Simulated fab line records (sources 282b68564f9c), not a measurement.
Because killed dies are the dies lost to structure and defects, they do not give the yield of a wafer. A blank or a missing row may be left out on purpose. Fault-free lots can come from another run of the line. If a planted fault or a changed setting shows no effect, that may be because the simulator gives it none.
fab line records :: flow ritCmos
record
  lots=15
  wafers=45
  lastDay=8
route steps=202 shown GATE@92 REOX@102 CONTACT@173 M1@198
lots untouched by any fault: they come from a run of this same line in which no faults occurred
startH: hours from the record's opening day to when the first of the lot's shown wafers began :: waitH: hours from the lot's prior step to this one :: " as in the row above :: L1.1+2: a single row standing in for several wafers :: - no value present, or no start provided :: * or withheld: withheld :: < > ~ a bound
route shown NAME@n: NAME is a module with steps in the file, n the number in the route of the first one :: usual: the fault-free wafers' mean and standard deviation :: same: alike in all rows :: chamber/n: place in a boat :: sites: the reading at each site :: _std_site: the standard deviation of these :: _edge_site: mean of outer sites minus mean of inner sites :: radiusMm: how far each site lies from the wafer's centre :: mask NAME#n: copy n :: behind: tool/chamber where the wafer was last shaped :: hold: cause of the lot's hold/its duration in hours/its outcome :: device: transistor that didn't switch, given as n, p or np :: end of line: tests run on the same wafers once the route is complete :: where a step has no rows: the recipe by itself :: killed: dies that structure and defects cost at the first sort, which is not the same as the wafer's yield :: map: a wafer's dies, x killed, . not, _ none there
set.NAME: the setting as run; set.NAME@STEP: as run at that earlier step :: model.NAME: the simulator's own value behind a step, which no gauge read
a sample of lots followed through the steps of the route, with each step as a table and each wafer as a row
services: the hour from which a tool's chamber was out of use, counted from the record's first day as startH (under 0 if before that day), plus the number of hours and why
## steps
# step RIT_GATE_CD_MEAS_16
# recipe
  targetCdNm=150
# usual
  cdNm=150.2/2.5
lot.wafer: L597.2
tool: cdSem-01
chamber: -
startH: 42.30
waitH: -
cdNm: 148.7

lot.wafer: L597.3
tool: cdSem-01
chamber: -
startH: 42.30
waitH: -
cdNm: 149.4

lot.wafer: L597.5
tool: cdSem-01
chamber: -
startH: 42.30
waitH: -
cdNm: 149.7

lot.wafer: L599.1
tool: cdSem-01
chamber: -
startH: 49.57
waitH: -
cdNm: 154.2

lot.wafer: L599.2
tool: cdSem-01
chamber: -
startH: 49.57
waitH: -
cdNm: 154.0

lot.wafer: L599.6
tool: cdSem-01
chamber: -
startH: 49.57
waitH: -
cdNm: 152.6

lot.wafer: L602.2
tool: cdSem-01
chamber: -
startH: 62.40
waitH: -
cdNm: 149.7

lot.wafer: L602.3
tool: cdSem-01
chamber: -
startH: 62.40
waitH: -
cdNm: 147.7

lot.wafer: L602.5
tool: cdSem-01
chamber: -
startH: 62.40
waitH: -
cdNm: 148.4

lot.wafer: L603.1
tool: cdSem-01
chamber: -
startH: 66.96
waitH: -
cdNm: 153.0

lot.wafer: L603.4
tool: cdSem-01
chamber: -
startH: 66.96
waitH: -
cdNm: 149.7

lot.wafer: L603.6
tool: cdSem-01
chamber: -
startH: 66.96
waitH: -
cdNm: 152.1

lot.wafer: L604.2
tool: cdSem-01
chamber: -
startH: 75.72
waitH: -
cdNm: 148.3

lot.wafer: L604.3
tool: cdSem-01
chamber: -
startH: 75.72
waitH: -
cdNm: 148.5

lot.wafer: L604.4
tool: cdSem-01
chamber: -
startH: 75.72
waitH: -
cdNm: 148.6

lot.wafer: L607.1
tool: cdSem-01
chamber: -
startH: 86.39
waitH: -
cdNm: 147.6

lot.wafer: L607.2
tool: cdSem-01
chamber: -
startH: 86.39
waitH: -
cdNm: 148.1

lot.wafer: L607.3
tool: cdSem-01
chamber: -
startH: 86.39
waitH: -
cdNm: 147.4

lot.wafer: L608.2
tool: cdSem-01
chamber: -
startH: 93.43
waitH: -
cdNm: 148.1

lot.wafer: L608.4
tool: cdSem-01
chamber: -
startH: 93.43
waitH: -
cdNm: 147.4

lot.wafer: L608.5
tool: cdSem-01
chamber: -
startH: 93.43
waitH: -
cdNm: 149.4

lot.wafer: L609.2
tool: cdSem-01
chamber: -
startH: 96.67
waitH: -
cdNm: 151.4

lot.wafer: L609.4
tool: cdSem-01
chamber: -
startH: 96.67
waitH: -
cdNm: 151.9

lot.wafer: L609.6
tool: cdSem-01
chamber: -
startH: 96.67
waitH: -
cdNm: 152.3

lot.wafer: L610.1
tool: cdSem-01
chamber: -
startH: 103.28
waitH: -
cdNm: 154.8

lot.wafer: L610.3
tool: cdSem-01
chamber: -
startH: 103.28
waitH: -
cdNm: 154.8

lot.wafer: L610.4
tool: cdSem-01
chamber: -
startH: 103.28
waitH: -
cdNm: 155.7

lot.wafer: L611.2
tool: cdSem-01
chamber: -
startH: 106.97
waitH: -
cdNm: 144.1

lot.wafer: L611.4
tool: cdSem-01
chamber: -
startH: 106.97
waitH: -
cdNm: 145.9

lot.wafer: L611.5
tool: cdSem-01
chamber: -
startH: 106.97
waitH: -
cdNm: 144.4

lot.wafer: L612.1
tool: cdSem-02
chamber: -
startH: 114.42
waitH: -
cdNm: 153.6

lot.wafer: L612.5
tool: cdSem-02
chamber: -
startH: 114.42
waitH: -
cdNm: 153.9

lot.wafer: L612.6
tool: cdSem-02
chamber: -
startH: 114.42
waitH: -
cdNm: 153.6

lot.wafer: L615.1
tool: cdSem-01
chamber: -
startH: 136.35
waitH: -
cdNm: 148.6

lot.wafer: L615.3
tool: cdSem-01
chamber: -
startH: 136.35
waitH: -
cdNm: 149.7

lot.wafer: L615.4
tool: cdSem-01
chamber: -
startH: 136.35
waitH: -
cdNm: 149.0

lot.wafer: L616.1
tool: cdSem-01
chamber: -
startH: 137.93
waitH: -
cdNm: 150.0

lot.wafer: L616.5
tool: cdSem-01
chamber: -
startH: 137.93
waitH: -
cdNm: 150.8

lot.wafer: L616.6
tool: cdSem-01
chamber: -
startH: 137.93
waitH: -
cdNm: 148.6

lot.wafer: L617.1
tool: cdSem-01
chamber: -
startH: 141.42
waitH: -
cdNm: 154.3

lot.wafer: L617.5
tool: cdSem-01
chamber: -
startH: 141.42
waitH: -
cdNm: 149.9

lot.wafer: L617.6
tool: cdSem-01
chamber: -
startH: 141.42
waitH: -
cdNm: 149.2

lot.wafer: L620.1
tool: cdSem-01
chamber: -
startH: 159.29
waitH: -
cdNm: 148.4

lot.wafer: L620.2
tool: cdSem-01
chamber: -
startH: 159.29
waitH: -
cdNm: 147.6

lot.wafer: L620.3
tool: cdSem-01
chamber: -
startH: 159.29
waitH: -
cdNm: 150.1
# step RIT_REOX_THK_MEAS_04
# recipe
  reads=SiO2_of_REOX_OXIDATION_03
# usual
  REOX_OXIDE_THK=25.0/0.48
lot.wafer: L597.2
tool: filmMetro-02
chamber: -
startH: 45.93
waitH: 0.0
REOX_OXIDE_THK[nm]: 24.9

lot.wafer: L597.3
tool: filmMetro-02
chamber: -
startH: 45.93
waitH: 0.0
REOX_OXIDE_THK[nm]: 24.9

lot.wafer: L597.5
tool: filmMetro-02
chamber: -
startH: 45.93
waitH: 0.0
REOX_OXIDE_THK[nm]: 25.3

lot.wafer: L599.1
tool: filmMetro-02
chamber: -
startH: 53.61
waitH: 0.0
REOX_OXIDE_THK[nm]: 24.8

lot.wafer: L599.2
tool: filmMetro-02
chamber: -
startH: 53.61
waitH: 0.0
REOX_OXIDE_THK[nm]: 24.9

lot.wafer: L599.6
tool: filmMetro-02
chamber: -
startH: 53.61
waitH: 0.0
REOX_OXIDE_THK[nm]: 24.9

lot.wafer: L602.2
tool: filmMetro-04
chamber: -
startH: 66.11
waitH: 0.0
REOX_OXIDE_THK[nm]: 23.8

lot.wafer: L602.3
tool: filmMetro-04
chamber: -
startH: 66.11
waitH: 0.0
REOX_OXIDE_THK[nm]: 24.3

lot.wafer: L602.5
tool: filmMetro-04
chamber: -
startH: 66.11
waitH: 0.0
REOX_OXIDE_THK[nm]: 24.2

lot.wafer: L603.1
tool: filmMetro-02
chamber: -
startH: 70.62
waitH: 0.0
REOX_OXIDE_THK[nm]: 24.7

lot.wafer: L603.4
tool: filmMetro-02
chamber: -
startH: 70.62
waitH: 0.0
REOX_OXIDE_THK[nm]: 24.8

lot.wafer: L603.6
tool: filmMetro-02
chamber: -
startH: 70.62
waitH: 0.0
REOX_OXIDE_THK[nm]: 24.3

lot.wafer: L604.2
tool: filmMetro-02
chamber: -
startH: 80.94
waitH: 0.0
REOX_OXIDE_THK[nm]: 25.3

lot.wafer: L604.3
tool: filmMetro-02
chamber: -
startH: 80.94
waitH: 0.0
REOX_OXIDE_THK[nm]: 25.3

lot.wafer: L604.4
tool: filmMetro-02
chamber: -
startH: 80.94
waitH: 0.0
REOX_OXIDE_THK[nm]: 25.3

lot.wafer: L607.1
tool: filmMetro-02
chamber: -
startH: 90.04
waitH: 0.0
REOX_OXIDE_THK[nm]: 24.5

lot.wafer: L607.2
tool: filmMetro-02
chamber: -
startH: 90.04
waitH: 0.0
REOX_OXIDE_THK[nm]: 24.6

lot.wafer: L607.3
tool: filmMetro-02
chamber: -
startH: 90.04
waitH: 0.0
REOX_OXIDE_THK[nm]: 24.5

lot.wafer: L608.2
tool: filmMetro-01
chamber: -
startH: 97.10
waitH: 0.0
REOX_OXIDE_THK[nm]: 25.7

lot.wafer: L608.4
tool: filmMetro-01
chamber: -
startH: 97.10
waitH: 0.0
REOX_OXIDE_THK[nm]: 25.1

lot.wafer: L608.5
tool: filmMetro-01
chamber: -
startH: 97.10
waitH: 0.0
REOX_OXIDE_THK[nm]: 24.8

lot.wafer: L609.2
tool: filmMetro-01
chamber: -
startH: 100.32
waitH: 0.0
REOX_OXIDE_THK[nm]: 25.1

lot.wafer: L609.4
tool: filmMetro-01
chamber: -
startH: 100.32
waitH: 0.0
REOX_OXIDE_THK[nm]: 25.2

lot.wafer: L609.6
tool: filmMetro-01
chamber: -
startH: 100.32
waitH: 0.0
REOX_OXIDE_THK[nm]: 25.3

lot.wafer: L610.1
tool: filmMetro-01
chamber: -
startH: 106.92
waitH: 0.0
REOX_OXIDE_THK[nm]: 25.3

lot.wafer: L610.3
tool: filmMetro-01
chamber: -
startH: 106.92
waitH: 0.0
REOX_OXIDE_THK[nm]: 25.4

lot.wafer: L610.4
tool: filmMetro-01
chamber: -
startH: 106.92
waitH: 0.0
REOX_OXIDE_THK[nm]: 25.2

lot.wafer: L611.2
tool: filmMetro-02
chamber: -
startH: 110.73
waitH: 0.0
REOX_OXIDE_THK[nm]: 24.7

lot.wafer: L611.4
tool: filmMetro-02
chamber: -
startH: 110.73
waitH: 0.0
REOX_OXIDE_THK[nm]: 24.9

lot.wafer: L611.5
tool: filmMetro-02
chamber: -
startH: 110.73
waitH: 0.0
REOX_OXIDE_THK[nm]: 24.8

lot.wafer: L612.1
tool: filmMetro-04
chamber: -
startH: 119.98
waitH: 0.0
REOX_OXIDE_THK[nm]: 25.9

lot.wafer: L612.5
tool: filmMetro-04
chamber: -
startH: 119.98
waitH: 0.0
REOX_OXIDE_THK[nm]: 25.6

lot.wafer: L612.6
tool: filmMetro-04
chamber: -
startH: 119.98
waitH: 0.0
REOX_OXIDE_THK[nm]: 25.2

lot.wafer: L615.1
tool: filmMetro-01
chamber: -
startH: 140.20
waitH: 0.0
REOX_OXIDE_THK[nm]: 25.3

lot.wafer: L615.3
tool: filmMetro-01
chamber: -
startH: 140.20
waitH: 0.0
REOX_OXIDE_THK[nm]: 25.1

lot.wafer: L615.4
tool: filmMetro-01
chamber: -
startH: 140.20
waitH: 0.0
REOX_OXIDE_THK[nm]: 25.2

lot.wafer: L616.1
tool: filmMetro-02
chamber: -
startH: 141.56
waitH: 0.0
REOX_OXIDE_THK[nm]: 25.7

lot.wafer: L616.5
tool: filmMetro-02
chamber: -
startH: 141.56
waitH: 0.0
REOX_OXIDE_THK[nm]: 25.0

lot.wafer: L616.6
tool: filmMetro-02
chamber: -
startH: 141.56
waitH: 0.0
REOX_OXIDE_THK[nm]: 25.1

lot.wafer: L617.1
tool: filmMetro-02
chamber: -
startH: 148.43
waitH: 0.0
REOX_OXIDE_THK[nm]: 25.1

lot.wafer: L617.5
tool: filmMetro-02
chamber: -
startH: 148.43
waitH: 0.0
REOX_OXIDE_THK[nm]: 25.2

lot.wafer: L617.6
tool: filmMetro-02
chamber: -
startH: 148.43
waitH: 0.0
REOX_OXIDE_THK[nm]: 25.1

lot.wafer: L620.1
tool: filmMetro-02
chamber: -
startH: 166.10
waitH: 0.0
REOX_OXIDE_THK[nm]: 25.3

lot.wafer: L620.2
tool: filmMetro-02
chamber: -
startH: 166.10
waitH: 0.0
REOX_OXIDE_THK[nm]: 24.9

lot.wafer: L620.3
tool: filmMetro-02
chamber: -
startH: 166.10
waitH: 0.0
REOX_OXIDE_THK[nm]: 25.2
# step RIT_CONTACT_EXPOSE_05
# recipe
  maskId=M11
  na=0.6
  sourceShape=conventional
  sigmaOuter=0.5
  targetCdNm=1000
  doseMj=250
# usual
  exposureDoseMJCm2=247.29/0.24
  focusOffsetNm=0.1/0.49
lot.wafer: L597.2
tool: ilineStepper-02
chamber: 0
startH: 57.84
waitH: 0.2
mask: M11#0
exposureDoseMJCm2: 247.38
focusOffsetNm: -0.5

lot.wafer: L597.3
tool: ilineStepper-02
chamber: 0
startH: 57.84
waitH: 0.2
mask: M11#0
exposureDoseMJCm2: 247.35
focusOffsetNm: 0.4

lot.wafer: L597.5
tool: ilineStepper-02
chamber: 0
startH: 57.84
waitH: 0.2
mask: M11#0
exposureDoseMJCm2: 247.47
focusOffsetNm: -0.3

lot.wafer: L599.1
tool: ilineStepper-02
chamber: 0
startH: 63.89
waitH: 0.1
mask: M11#0
exposureDoseMJCm2: 247.30
focusOffsetNm: 0.8

lot.wafer: L599.2
tool: ilineStepper-02
chamber: 0
startH: 63.89
waitH: 0.1
mask: M11#0
exposureDoseMJCm2: 247.35
focusOffsetNm: 0.9

lot.wafer: L599.6
tool: ilineStepper-02
chamber: 0
startH: 63.89
waitH: 0.1
mask: M11#0
exposureDoseMJCm2: 247.08
focusOffsetNm: 0.6

lot.wafer: L602.2
tool: ilineStepper-01
chamber: 0
startH: 76.96
waitH: 0.2
mask: M11#0
exposureDoseMJCm2: 247.09
focusOffsetNm: 0.1

lot.wafer: L602.3
tool: ilineStepper-01
chamber: 0
startH: 76.96
waitH: 0.2
mask: M11#0
exposureDoseMJCm2: 247.60
focusOffsetNm: -0.3

lot.wafer: L602.5
tool: ilineStepper-01
chamber: 0
startH: 76.96
waitH: 0.2
mask: M11#0
exposureDoseMJCm2: 247.44
focusOffsetNm: -0.1

lot.wafer: L603.1
tool: ilineStepper-01
chamber: 0
startH: 80.95
waitH: 0.1
mask: M11#0
exposureDoseMJCm2: 247.24
focusOffsetNm: 0.3

lot.wafer: L603.4
tool: ilineStepper-01
chamber: 0
startH: 80.95
waitH: 0.1
mask: M11#0
exposureDoseMJCm2: 247.35
focusOffsetNm: 0.2

lot.wafer: L603.6
tool: ilineStepper-01
chamber: 0
startH: 80.95
waitH: 0.1
mask: M11#0
exposureDoseMJCm2: 247.46
focusOffsetNm: -0.2

lot.wafer: L604.2
tool: ilineStepper-02
chamber: 0
startH: 91.65
waitH: 0.2
mask: M11#0
exposureDoseMJCm2: 247.01
focusOffsetNm: -0.7

lot.wafer: L604.3
tool: ilineStepper-02
chamber: 0
startH: 91.65
waitH: 0.2
mask: M11#0
exposureDoseMJCm2: 247.26
focusOffsetNm: 0.7

lot.wafer: L604.4
tool: ilineStepper-02
chamber: 0
startH: 91.65
waitH: 0.2
mask: M11#0
exposureDoseMJCm2: 246.88
focusOffsetNm: 0.1

lot.wafer: L607.1
tool: ilineStepper-02
chamber: 0
startH: 100.79
waitH: 0.2
mask: M11#0
exposureDoseMJCm2: 247.00
focusOffsetNm: -0.1

lot.wafer: L607.2
tool: ilineStepper-02
chamber: 0
startH: 100.79
waitH: 0.2
mask: M11#0
exposureDoseMJCm2: 247.39
focusOffsetNm: -0.1

lot.wafer: L607.3
tool: ilineStepper-02
chamber: 0
startH: 100.79
waitH: 0.2
mask: M11#0
exposureDoseMJCm2: 247.27
focusOffsetNm: -1.0

lot.wafer: L608.2
tool: ilineStepper-02
chamber: 0
startH: 107.56
waitH: 0.1
mask: M11#0
exposureDoseMJCm2: 247.49
focusOffsetNm: 0.2

lot.wafer: L608.4
tool: ilineStepper-02
chamber: 0
startH: 107.56
waitH: 0.1
mask: M11#0
exposureDoseMJCm2: 247.59
focusOffsetNm: 0.0

lot.wafer: L608.5
tool: ilineStepper-02
chamber: 0
startH: 107.56
waitH: 0.1
mask: M11#0
exposureDoseMJCm2: 247.41
focusOffsetNm: 0.2

lot.wafer: L609.2
tool: ilineStepper-02
chamber: 0
startH: 110.71
waitH: 0.1
mask: M11#0
exposureDoseMJCm2: 247.06
focusOffsetNm: 0.9

lot.wafer: L609.4
tool: ilineStepper-02
chamber: 0
startH: 110.71
waitH: 0.1
mask: M11#0
exposureDoseMJCm2: 247.63
focusOffsetNm: 1.6

lot.wafer: L609.6
tool: ilineStepper-02
chamber: 0
startH: 110.71
waitH: 0.1
mask: M11#0
exposureDoseMJCm2: 247.36
focusOffsetNm: 0.9

lot.wafer: L610.1
tool: ilineStepper-02
chamber: 0
startH: 117.32
waitH: 0.1
mask: M11#0
exposureDoseMJCm2: 247.05
focusOffsetNm: 0.3

lot.wafer: L610.3
tool: ilineStepper-02
chamber: 0
startH: 117.32
waitH: 0.1
mask: M11#0
exposureDoseMJCm2: 247.04
focusOffsetNm: -0.3

lot.wafer: L610.4
tool: ilineStepper-02
chamber: 0
startH: 117.32
waitH: 0.1
mask: M11#0
exposureDoseMJCm2: 246.92
focusOffsetNm: 0.5

lot.wafer: L611.2
tool: ilineStepper-02
chamber: 0
startH: 121.13
waitH: 0.1
mask: M11#0
exposureDoseMJCm2: 247.51
focusOffsetNm: -0.4

lot.wafer: L611.4
tool: ilineStepper-02
chamber: 0
startH: 121.13
waitH: 0.1
mask: M11#0
exposureDoseMJCm2: 247.13
focusOffsetNm: -0.7

lot.wafer: L611.5
tool: ilineStepper-02
chamber: 0
startH: 121.13
waitH: 0.1
mask: M11#0
exposureDoseMJCm2: 247.29
focusOffsetNm: -0.7

lot.wafer: L612.1
tool: ilineStepper-02
chamber: 0
startH: 131.03
waitH: 0.1
mask: M11#0
exposureDoseMJCm2: 247.16
focusOffsetNm: 0.7

lot.wafer: L612.5
tool: ilineStepper-02
chamber: 0
startH: 131.03
waitH: 0.1
mask: M11#0
exposureDoseMJCm2: 247.09
focusOffsetNm: 1.5

lot.wafer: L612.6
tool: ilineStepper-02
chamber: 0
startH: 131.03
waitH: 0.1
mask: M11#0
exposureDoseMJCm2: 247.10
focusOffsetNm: 1.0

lot.wafer: L615.1
tool: ilineStepper-02
chamber: -
startH: 151.65
waitH: 0.2
mask: M11#0
exposureDoseMJCm2: -
focusOffsetNm: -

lot.wafer: L615.3
tool: ilineStepper-02
chamber: -
startH: 151.65
waitH: 0.2
mask: M11#0
exposureDoseMJCm2: -
focusOffsetNm: -

lot.wafer: L615.4
tool: ilineStepper-02
chamber: -
startH: 151.65
waitH: 0.2
mask: M11#0
exposureDoseMJCm2: -
focusOffsetNm: -

lot.wafer: L616.1
tool: ilineStepper-02
chamber: -
startH: 153.46
waitH: 0.1
mask: M11#0
exposureDoseMJCm2: -
focusOffsetNm: -

lot.wafer: L616.5
tool: ilineStepper-02
chamber: -
startH: 153.46
waitH: 0.1
mask: M11#0
exposureDoseMJCm2: -
focusOffsetNm: -

lot.wafer: L616.6
tool: ilineStepper-02
chamber: -
startH: 153.46
waitH: 0.1
mask: M11#0
exposureDoseMJCm2: -
focusOffsetNm: -

lot.wafer: L617.1
tool: ilineStepper-02
chamber: -
startH: 160.38
waitH: 0.1
mask: M11#0
exposureDoseMJCm2: -
focusOffsetNm: -

lot.wafer: L617.5
tool: ilineStepper-02
chamber: -
startH: 160.38
waitH: 0.1
mask: M11#0
exposureDoseMJCm2: -
focusOffsetNm: -

lot.wafer: L617.6
tool: ilineStepper-02
chamber: -
startH: 160.38
waitH: 0.1
mask: M11#0
exposureDoseMJCm2: -
focusOffsetNm: -

lot.wafer: L620.1
tool: ilineStepper-02
chamber: 0
startH: 176.98
waitH: 0.1
mask: M11#0
exposureDoseMJCm2: 247.11
focusOffsetNm: -0.5

lot.wafer: L620.2
tool: ilineStepper-02
chamber: 0
startH: 176.98
waitH: 0.1
mask: M11#0
exposureDoseMJCm2: 247.63
focusOffsetNm: -0.1

lot.wafer: L620.3
tool: ilineStepper-02
chamber: 0
startH: 176.98
waitH: 0.1
mask: M11#0
exposureDoseMJCm2: 246.83
focusOffsetNm: -0.7
# step RIT_M1_STRIP_14
# recipe
  chemistry=O2
  timeS=180
  platenTempC=withheld
  powerW=500
  pressureMtorr=4000
  o2FlowSccm=4000
# usual
  drypumpMotorCurrentA=5.8/0.6
lot.wafer: L597.2
tool: plasmaAsher-04
chamber: 1
startH: 61.74
waitH: 0.0
drypumpMotorCurrentA: 5.2
rfHoursCounterH: 48

lot.wafer: L597.3
tool: plasmaAsher-04
chamber: 1
startH: 61.74
waitH: 0.0
drypumpMotorCurrentA: 5.2
rfHoursCounterH: -

lot.wafer: L597.5
tool: plasmaAsher-04
chamber: 0
startH: 61.74
waitH: 0.0
drypumpMotorCurrentA: 6.6
rfHoursCounterH: -

lot.wafer: L599.1
tool: plasmaAsher-04
chamber: 1
startH: 68.00
waitH: 0.0
drypumpMotorCurrentA: 5.2
rfHoursCounterH: 48

lot.wafer: L599.2
tool: plasmaAsher-04
chamber: 0
startH: 68.00
waitH: 0.0
drypumpMotorCurrentA: 6.6
rfHoursCounterH: 48

lot.wafer: L599.6
tool: plasmaAsher-04
chamber: 1
startH: 68.00
waitH: 0.0
drypumpMotorCurrentA: 5.2
rfHoursCounterH: -

lot.wafer: L602.2
tool: plasmaAsher-03
chamber: 1
startH: 81.02
waitH: 0.0
drypumpMotorCurrentA: 5.1
rfHoursCounterH: 34

lot.wafer: L602.3
tool: plasmaAsher-03
chamber: 0
startH: 81.02
waitH: 0.0
drypumpMotorCurrentA: 5.8
rfHoursCounterH: -

lot.wafer: L602.5
tool: plasmaAsher-03
chamber: 1
startH: 81.02
waitH: 0.0
drypumpMotorCurrentA: 5.1
rfHoursCounterH: -

lot.wafer: L603.1
tool: plasmaAsher-04
chamber: 1
startH: 84.73
waitH: 0.0
drypumpMotorCurrentA: 5.2
rfHoursCounterH: 50

lot.wafer: L603.4
tool: plasmaAsher-04
chamber: 1
startH: 84.73
waitH: 0.0
drypumpMotorCurrentA: 5.2
rfHoursCounterH: -

lot.wafer: L603.6
tool: plasmaAsher-04
chamber: 0
startH: 84.73
waitH: 0.0
drypumpMotorCurrentA: 6.6
rfHoursCounterH: -

lot.wafer: L604.2
tool: plasmaAsher-04
chamber: 0
startH: 95.61
waitH: 0.0
drypumpMotorCurrentA: 6.5
rfHoursCounterH: 51

lot.wafer: L604.3
tool: plasmaAsher-04
chamber: 0
startH: 95.61
waitH: 0.0
drypumpMotorCurrentA: 6.6
rfHoursCounterH: -

lot.wafer: L604.4
tool: plasmaAsher-04
chamber: 1
startH: 95.61
waitH: 0.0
drypumpMotorCurrentA: 5.2
rfHoursCounterH: -

lot.wafer: L607.1
tool: plasmaAsher-02
chamber: 0
startH: 104.55
waitH: 0.0
drypumpMotorCurrentA: 5.4
rfHoursCounterH: 30

lot.wafer: L607.2
tool: plasmaAsher-02
chamber: 1
startH: 104.55
waitH: 0.0
drypumpMotorCurrentA: 6.5
rfHoursCounterH: 30

lot.wafer: L607.3
tool: plasmaAsher-02
chamber: 0
startH: 104.55
waitH: 0.0
drypumpMotorCurrentA: 5.4
rfHoursCounterH: -

lot.wafer: L608.2
tool: plasmaAsher-03
chamber: 0
startH: 111.35
waitH: 0.0
drypumpMotorCurrentA: 5.7
rfHoursCounterH: 37

lot.wafer: L608.4
tool: plasmaAsher-03
chamber: 0
startH: 111.35
waitH: 0.0
drypumpMotorCurrentA: 5.8
rfHoursCounterH: -

lot.wafer: L608.5
tool: plasmaAsher-03
chamber: 0
startH: 111.35
waitH: 0.0
drypumpMotorCurrentA: 5.7
rfHoursCounterH: -

lot.wafer: L609.2
tool: plasmaAsher-03
chamber: 0
startH: 114.47
waitH: 0.0
drypumpMotorCurrentA: 5.8
rfHoursCounterH: 38

lot.wafer: L609.4
tool: plasmaAsher-03
chamber: 0
startH: 114.47
waitH: 0.0
drypumpMotorCurrentA: 5.8
rfHoursCounterH: -

lot.wafer: L609.6
tool: plasmaAsher-03
chamber: 0
startH: 114.47
waitH: 0.0
drypumpMotorCurrentA: 5.8
rfHoursCounterH: -

lot.wafer: L610.1
tool: plasmaAsher-02
chamber: 0
startH: 121.09
waitH: 0.0
drypumpMotorCurrentA: 5.4
rfHoursCounterH: 32

lot.wafer: L610.3
tool: plasmaAsher-02
chamber: 0
startH: 121.09
waitH: 0.0
drypumpMotorCurrentA: 5.4
rfHoursCounterH: -

lot.wafer: L610.4
tool: plasmaAsher-02
chamber: 1
startH: 121.09
waitH: 0.0
drypumpMotorCurrentA: 6.5
rfHoursCounterH: -

lot.wafer: L611.2
tool: plasmaAsher-02
chamber: 0
startH: 125.04
waitH: 0.0
drypumpMotorCurrentA: 5.4
rfHoursCounterH: 32

lot.wafer: L611.4
tool: plasmaAsher-02
chamber: 0
startH: 125.04
waitH: 0.0
drypumpMotorCurrentA: 5.4
rfHoursCounterH: -

lot.wafer: L611.5
tool: plasmaAsher-02
chamber: 1
startH: 125.04
waitH: 0.0
drypumpMotorCurrentA: 6.5
rfHoursCounterH: -

lot.wafer: L612.1
tool: plasmaAsher-03
chamber: 0
startH: 134.81
waitH: 0.0
drypumpMotorCurrentA: 5.8
rfHoursCounterH: 40

lot.wafer: L612.5
tool: plasmaAsher-03
chamber: 0
startH: 134.81
waitH: 0.0
drypumpMotorCurrentA: 5.8
rfHoursCounterH: -

lot.wafer: L612.6
tool: plasmaAsher-03
chamber: 1
startH: 134.81
waitH: 0.0
drypumpMotorCurrentA: 5.1
rfHoursCounterH: -

lot.wafer: L620.1
tool: plasmaAsher-04
chamber: 0
startH: 180.96
waitH: 0.0
drypumpMotorCurrentA: 6.6
rfHoursCounterH: 6

lot.wafer: L620.2
tool: plasmaAsher-04
chamber: 1
startH: 180.96
waitH: 0.0
drypumpMotorCurrentA: 5.2
rfHoursCounterH: 6

lot.wafer: L620.3
tool: plasmaAsher-04
chamber: 1
startH: 180.96
waitH: 0.0
drypumpMotorCurrentA: 5.2
rfHoursCounterH: -
## services
tool: ilineStepper-01
chamber: -
startH: 39.28
hours: 4.4
kind: pm

tool: plasmaAsher-04
chamber: -
startH: 108.75
hours: 9.0
kind: pm

tool: plasmaAsher-04
chamber: 0
startH: 108.75
hours: 9.0
kind: ventCycle

tool: plasmaAsher-04
chamber: 1
startH: 108.75
hours: 9.0
kind: ventCycle

tool: plasmaAsher-04
chamber: 0
startH: 117.75
hours: -
kind: clean

tool: plasmaAsher-04
chamber: 1
startH: 117.75
hours: -
kind: clean

tool: ilineStepper-02
chamber: -
startH: 119.07
hours: 1.7
kind: pm

tool: ilineStepper-01
chamber: -
startH: 148.04
hours: 1.7
kind: pm

tool: ilineStepper-01
chamber: -
startH: 150.85
hours: 2.4
kind: repair
## key
firstSign
  step=RIT_CONTACT_EXPOSE_05
  reading=toolRecord
  direction=missing
effect none on later readings
metAt RIT_CONTACT_EXPOSE_05
struckLots L615,L616,L617
laterRowsLeftOut L615.1,L615.3,L615.4,L616.1,L616.5,L616.6,L617.1,L617.5,L617.6
sortLeftOut L615.1,L615.3,L615.4,L616.1,L616.5,L616.6,L617.1,L617.5,L617.6
testerLeftOut L615,L616,L617
notActingAt RIT_GATE_CD_MEAS_16,RIT_REOX_THK_MEAS_04,RIT_M1_STRIP_14
onsetBetween 131.03 151.65
fault
  kind=skippedStepWhole
  tool=ilineStepper-02
  chamber=-
  onsetH=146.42
  steps=RIT_CONTACT_EXPOSE_05
  scope=struckLotsOnly
# testerLeftOut: of these lots the tester's yield and bins aren't shown, on N5 and GAA mostly nor the transistor test; their killed dies are dies lost to structure and defects alone, not to doping, threshold or leakage, so they don't give the yield
# sortLeftOut: the simulated sort isn't trusted on such a fault, so these wafers' sort isn't shown, and their yield isn't known
# laterRowsLeftOut: the simulator's readings of these wafers behind a module that went badly wrong aren't trusted and aren't shown, but for the sort
